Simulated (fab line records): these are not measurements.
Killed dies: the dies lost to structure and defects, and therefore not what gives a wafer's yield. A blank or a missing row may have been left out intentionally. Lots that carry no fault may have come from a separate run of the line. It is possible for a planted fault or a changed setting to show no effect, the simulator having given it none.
8D (eight disciplines) problem report, filled in by code | flow berkeleyCmos170 | the parts of the form that need people (team, actions taken, sign-off) are left out

== 1. THE ISSUE ==
Across 6 wafers from 2 lots, PLDD_TW at UCB170_PLDD_TW_MEAS_11 averages 1063, while fault-free wafers read 1000 with a standard deviation of 6.2. That puts it +10 standard deviations away from the usual mean.
First observed at day 10 07:31: wafer L858.3, on filmMetro-02. Wafers with a number at this step in the record: 42, from 14 lots. Rule for "out" (also "out of limits"): further than 4 standard deviations from the usual mean. The other wafers with a number count as sound.

== 2. WHAT IT IS, WHAT IT ISN'T ==
question                    | is                         | is not
which readings at this step | PLDD_TW                    | -
which lots                  | L858, L859                 | L846, L847, L848, L850, L851, L852, L854, L855, L860, L865, L867, L868
which wafers of those lots  | all that have a number     | -
read on which gauges        | filmMetro-01, filmMetro-02 | filmMetro-03
when                        | from day 10 07:31          | up to then (24 sound wafers); but 12 sound wafers of L860, L865, L867, L868 came after

== 3. SUSPECTS, AND WHAT RULES EACH OUT ==
Counting: a tool stays on the suspect list if, at a process step up to the reading, it processed all lots that are out and no sound lot following the first of them.
- the gauge at UCB170_PLDD_TW_MEAS_11: ruled out. The wafers that are out were read on 2 gauges (filmMetro-01, filmMetro-02).
- implanter-01 at UCB170_PLDD_IMPLANT_09: kept. It ran every lot that is out, first L858 (day 10 07:18), and no sound lot after that; its last sound lot up to then is L854 (day 9 09:26). On those wafers its own readings are out: beamOnS, faradayCurrentUA.
After counting, what remains is implanter-01 at UCB170_PLDD_IMPLANT_09.

== 4. THE CAUSE (what the simulator had put in) ==
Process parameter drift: implanter-01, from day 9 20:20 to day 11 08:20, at UCB170_PLDD_IMPLANT_09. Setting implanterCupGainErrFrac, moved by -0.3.
Counting left only this tool.

== 5. SEQUENCE OF EFFECTS, ordered by route ==
Rows list readings where the struck wafers' mean (over those with a number) sits beyond 3 standard deviations from the usual. Scope: only readings with a usual standard deviation given in the record; hours: median across lots of the time from each lot's start at the first step in this table that gives one to its start at this step; sigmas: change in usual standard deviations.
hours | step                       | reading          | usual       | on struck wafers | change | sigmas
0     | UCB170_PLDD_IMPLANT_09     | beamOnS          | 10.00 s     | 14.27            | +4.27  | +21
0     | UCB170_PLDD_IMPLANT_09     | faradayCurrentUA | 159         | 111              | -48    | -15
0     | UCB170_PLDD_TW_MEAS_11     | PLDD_TW          | 1000        | 1063             | +63    | +10
20    | UCB170_SDANNEAL_RS_MEAS_04 | PLDD_RS          | 1030 ohm/sq | 884              | -146   | -41
The process steps in it:
- UCB170_PLDD_IMPLANT_09

== 6. WHAT WOULD HAVE CAUGHT IT SOONER ==
Counted from the fault's start at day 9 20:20, it took 11 hours until the first out-of-limits reading at a measuring or inspecting step in this record, taken at day 10 07:31.
The tool's own readings at UCB170_PLDD_IMPLANT_09 were out on every struck wafer that the step has a row for (beamOnS, faradayCurrentUA): an alarm limit on them would have fired on the first of those.
Lots out: 2; of these, L859 started UCB170_PLDD_IMPLANT_09 on implanter-01 after day 10 07:31. Holding the tool at that time would have saved it.
